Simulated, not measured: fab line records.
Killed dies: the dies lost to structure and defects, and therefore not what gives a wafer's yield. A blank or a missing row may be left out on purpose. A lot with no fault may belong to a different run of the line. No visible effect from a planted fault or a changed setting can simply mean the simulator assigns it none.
The tool behind it: which one? ; flow ritCmos ; Sampling: 7 lots, 21 wafers, 2 of 202 route steps

WHAT THE GAUGES READ, wafer by wafer
RIT_NLDD_TW_MEAS_10.
lot;measured;on;NLDD_TW
L825;day 3 18:26;filmMetro-02;2521 2521 2514
L827;day 4 10:41;filmMetro-01;2465 2456 2459
L830;day 4 19:34;filmMetro-03;2519 2525 2526
L832;day 5 13:41;filmMetro-01;2485 2459 2469
L840;day 6 17:15;filmMetro-02;2536 2528 2527
L844;day 7 05:20;filmMetro-02;2521 2509 2515
L847;day 7 18:54;filmMetro-03;2474 2478 2469

WHICH TOOL RAN EACH LOT (tool, then ch and the chambers of the sampled wafers, then the start)
lot;RIT_NLDD_IMPLANT_08
L825;implanter-01 ch 0, day 3 18:08
L827;implanter-02 ch 0, day 4 10:22
L830;implanter-02 ch 0, day 4 19:17
L832;implanter-01 ch 0, day 5 13:22
L840;implanter-01 ch 0, day 6 16:55
L844;implanter-01 ch 0, day 7 05:01
L847;implanter-01 ch 0, day 7 18:34
- RIT_NLDD_IMPLANT_08

THE ANSWER, worked out from the rows above alone
Rule: the usual values come from the lots themselves. Put in order of their means at a reading, lots are off if they are a third of the lots or fewer, leave a main group of 4 or more, and stand apart from it by a gap of 3 or more times the standard deviation of the main group's means; of several such gaps the widest counts. The tables above print the reading to a certain number of digits; a main group whose means all agree to those digits is not used. A lot without any number at a reading at which 4 lots or more have one is off too. All remaining lots with rows at the step are treated as sound.
No lot is off at any reading shown: from this, nothing can be told.

WHAT THE SIMULATOR HAD PUT IN
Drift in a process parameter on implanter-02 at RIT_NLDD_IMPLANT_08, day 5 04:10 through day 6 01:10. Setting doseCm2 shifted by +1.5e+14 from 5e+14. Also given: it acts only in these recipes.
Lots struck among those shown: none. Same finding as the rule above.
